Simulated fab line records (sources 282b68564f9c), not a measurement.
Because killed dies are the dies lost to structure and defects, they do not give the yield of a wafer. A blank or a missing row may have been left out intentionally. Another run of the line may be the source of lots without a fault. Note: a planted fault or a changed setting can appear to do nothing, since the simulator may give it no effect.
The tool behind it: which one? :: flow ritCmos :: 14 lots, 42 wafers sampled, at 3 steps of a route of 202

## WHAT THE GAUGES SHOWED, per wafer
RIT_PLDD_TW_MEAS_10. Usual: PLDD_TW gives 2330 (standard deviation 18).
lot: L167
measured: day 2 21:26
on: filmMetro-01
PLDD_TW: 2335 2340 2349
flag: 

lot: L168
measured: day 3 03:26
on: filmMetro-02
PLDD_TW: 2306 2320 2300
flag: 

lot: L169
measured: day 3 07:13
on: filmMetro-02
PLDD_TW: 2318 2302 2308
flag: 

lot: L170
measured: day 3 11:53
on: filmMetro-01
PLDD_TW: 2356 2351 2349
flag: 

lot: L172
measured: day 3 23:52
on: filmMetro-03
PLDD_TW: 2372 2376 2374
flag: 

lot: L173
measured: day 4 02:25
on: filmMetro-03
PLDD_TW: 2365 2351 2361
flag: 

lot: L174
measured: day 4 09:05
on: filmMetro-02
PLDD_TW: 2317 2320 2322
flag: 

lot: L175
measured: day 4 16:34
on: filmMetro-02
PLDD_TW: 2317 2320 2305
flag: 

lot: L177
measured: day 5 05:32
on: filmMetro-01
PLDD_TW: 2315 2323 2329
flag: 

lot: L178
measured: day 5 12:42
on: filmMetro-02
PLDD_TW: 2320 2304 2308
flag: 

lot: L182
measured: day 6 09:40
on: filmMetro-02
PLDD_TW: 1859 1862 1856
flag: OFF

lot: L186
measured: day 7 01:25
on: filmMetro-01
PLDD_TW: 1889 1891 1887
flag: OFF

lot: L189
measured: day 7 19:25
on: filmMetro-01
PLDD_TW: 2341 2334 2327
flag: 

lot: L190
measured: day 7 21:28
on: filmMetro-01
PLDD_TW: 2340 2344 2328
flag: 

RIT_SDANNEAL_RS_MEAS_06: uses a four-point probe to measure. Usual: PLDD_RS gives 178.6 ohm/sq (standard deviation 0.5).
lot: L167
measured: day 3 03:37
on: filmMetro-03
PLDD_RS (ohm/sq): 178.2 178.2 177.9
flag: 

lot: L168
measured: day 3 09:36
on: filmMetro-03
PLDD_RS (ohm/sq): 178.3 178.7 178.3
flag: 

lot: L169
measured: day 3 13:31
on: filmMetro-02
PLDD_RS (ohm/sq): 178.9 179.1 178.6
flag: 

lot: L170
measured: day 3 19:25
on: filmMetro-03
PLDD_RS (ohm/sq): 178.3 178.4 178.6
flag: 

lot: L172
measured: day 4 06:46
on: filmMetro-03
PLDD_RS (ohm/sq): 179.1 178.3 179.5
flag: 

lot: L173
measured: day 4 08:39
on: filmMetro-03
PLDD_RS (ohm/sq): 178.4 177.6 177.8
flag: 

lot: L174
measured: day 4 15:19
on: filmMetro-02
PLDD_RS (ohm/sq): 179.1 178.5 178.7
flag: 

lot: L175
measured: day 4 22:44
on: filmMetro-02
PLDD_RS (ohm/sq): 178.6 178.7 178.5
flag: 

lot: L177
measured: day 5 11:58
on: filmMetro-02
PLDD_RS (ohm/sq): 178.8 179.0 178.9
flag: 

lot: L178
measured: day 5 19:29
on: filmMetro-03
PLDD_RS (ohm/sq): 179.0 179.3 178.8
flag: 

lot: L182
measured: day 6 16:52
on: filmMetro-03
PLDD_RS (ohm/sq): 304.5 305.9 305.2
flag: OFF

lot: L186
measured: day 7 07:43
on: filmMetro-03
PLDD_RS (ohm/sq): 295.7 299.0 299.7
flag: OFF

lot: L189
measured: day 8 03:04
on: filmMetro-01
PLDD_RS (ohm/sq): 179.0 178.9 179.3
flag: 

lot: L190
measured: day 8 05:19
on: filmMetro-02
PLDD_RS (ohm/sq): 178.9 178.5 178.4
flag: 

## EACH LOT AND THE TOOL THAT RAN IT (in order: tool; ch and the chambers of the sampled wafers; start)
lot: L167
RIT_PLDD_IMPLANT_08: implanter-03 ch 0, day 2 21:07

lot: L168
RIT_PLDD_IMPLANT_08: implanter-02 ch 0, day 3 03:07

lot: L169
RIT_PLDD_IMPLANT_08: implanter-03 ch 0, day 3 06:53

lot: L170
RIT_PLDD_IMPLANT_08: implanter-01 ch 0, day 3 11:35

lot: L172
RIT_PLDD_IMPLANT_08: implanter-01 ch 0, day 3 23:33

lot: L173
RIT_PLDD_IMPLANT_08: implanter-01 ch 0, day 4 02:01

lot: L174
RIT_PLDD_IMPLANT_08: implanter-02 ch 0, day 4 08:46

lot: L175
RIT_PLDD_IMPLANT_08: implanter-01 ch 0, day 4 16:16

lot: L177
RIT_PLDD_IMPLANT_08: implanter-01 ch 0, day 5 05:12

lot: L178
RIT_PLDD_IMPLANT_08: implanter-03 ch 0, day 5 12:22

lot: L182
RIT_PLDD_IMPLANT_08: implanter-01 ch 0, day 6 09:22

lot: L186
RIT_PLDD_IMPLANT_08: implanter-01 ch 0, day 7 01:07

lot: L189
RIT_PLDD_IMPLANT_08: implanter-03 ch 0, day 7 19:05

lot: L190
RIT_PLDD_IMPLANT_08: implanter-02 ch 0, day 7 21:10
- RIT_PLDD_IMPLANT_08

## WHAT THE TOOLS THEMSELVES READ (means of the sampled wafers that have a number; where no wafer has one, the mark that the record gives instead)
RIT_PLDD_IMPLANT_08. Usual: doseIonsCm2 9e+14, standard deviation 9.4e+11; endStationPressureTorr 7.3e-06 Torr, standard deviation 3.4e-07; faradayCurrentUA 2833, standard deviation 55.
lot: L167
tool: implanter-03
doseIonsCm2: 9e+14
endStationPressureTorr (Torr): 7.4e-06
faradayCurrentUA: 2811
flag: 

lot: L168
tool: implanter-02
doseIonsCm2: 9e+14
endStationPressureTorr (Torr): 7.1e-06
faradayCurrentUA: 2886
flag: 

lot: L169
tool: implanter-03
doseIonsCm2: 9e+14
endStationPressureTorr (Torr): 7.2e-06
faradayCurrentUA: 2820
flag: 

lot: L170
tool: implanter-01
doseIonsCm2: 9e+14
endStationPressureTorr (Torr): 6.7e-06
faradayCurrentUA: 2811
flag: 

lot: L172
tool: implanter-01
doseIonsCm2: 9e+14
endStationPressureTorr (Torr): 7.4e-06
faradayCurrentUA: 2817
flag: 

lot: L173
tool: implanter-01
doseIonsCm2: 9e+14
endStationPressureTorr (Torr): 7.2e-06
faradayCurrentUA: 2801
flag: 

lot: L174
tool: implanter-02
doseIonsCm2: 9e+14
endStationPressureTorr (Torr): 7.1e-06
faradayCurrentUA: 2835
flag: 

lot: L175
tool: implanter-01
doseIonsCm2: 9e+14
endStationPressureTorr (Torr): 7.4e-06
faradayCurrentUA: 2805
flag: 

lot: L177
tool: implanter-01
doseIonsCm2: 9e+14
endStationPressureTorr (Torr): 7.0e-06
faradayCurrentUA: 2823
flag: 

lot: L178
tool: implanter-03
doseIonsCm2: 9e+14
endStationPressureTorr (Torr): 7.4e-06
faradayCurrentUA: 2830
flag: 

lot: L182
tool: implanter-01
doseIonsCm2: 4e+14
endStationPressureTorr (Torr): 6.0e-06
faradayCurrentUA: 1268
flag: OFF

lot: L186
tool: implanter-01
doseIonsCm2: 4e+14
endStationPressureTorr (Torr): 6.0e-06
faradayCurrentUA: 1311
flag: OFF

lot: L189
tool: implanter-03
doseIonsCm2: 9e+14
endStationPressureTorr (Torr): 7.3e-06
faradayCurrentUA: 2840
flag: 

lot: L190
tool: implanter-02
doseIonsCm2: 9e+14
endStationPressureTorr (Torr): 7.1e-06
faradayCurrentUA: 2852
flag: 

## THE ANSWER, worked out from the rows above alone
Rule: a lot counts as off when the mean over its wafers that have a number is more than 3 standard deviations away from the usual mean. Also off: a lot with no number at a reading for which 4 or more lots have one. Where the step has rows for the other lots, those lots are counted as sound. First the gauges in route order, then the tools' own readings, where a lot's mean is used as printed above. The first step at which some lot is off is used, and at that step the reading that is off furthest; a lot without a number counts as furthest.
Off: L182, L186, seen at RIT_PLDD_TW_MEAS_10 (PLDD_TW).
If a tool, at a process step before that reading, ran all the lots that are off and no sound lot after the first of them, it fits. The gauges at RIT_PLDD_TW_MEAS_10 aren't tried: what is off there is off at RIT_SDANNEAL_RS_MEAS_06 too, on other tools, and a gauge's error can't cause that. One fits: implanter-01 at RIT_PLDD_IMPLANT_08. A fault onset in the window from L177 (day 5 05:12, its last sound lot) to L182 (day 6 09:22, its first lot off) fits.
The tool's own readings at RIT_PLDD_IMPLANT_08 bear it out: on the lots that are off they differ by more than 5 times the standard deviation of the sound lots' means. doseIonsCm2 reads 4e+14 there against 9e+14 on the sound lots; endStationPressureTorr reads 6.0e-06 Torr there against 7.2e-06 Torr on the sound lots; faradayCurrentUA reads 1290 there against 2828 on the sound lots.

## WHAT THE SIMULATOR HAD PUT IN
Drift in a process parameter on implanter-01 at RIT_PLDD_IMPLANT_08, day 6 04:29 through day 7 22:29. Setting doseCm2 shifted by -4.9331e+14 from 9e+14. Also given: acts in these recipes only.
Lots struck among those shown: L182, L186. The rule given above showed the same thing.
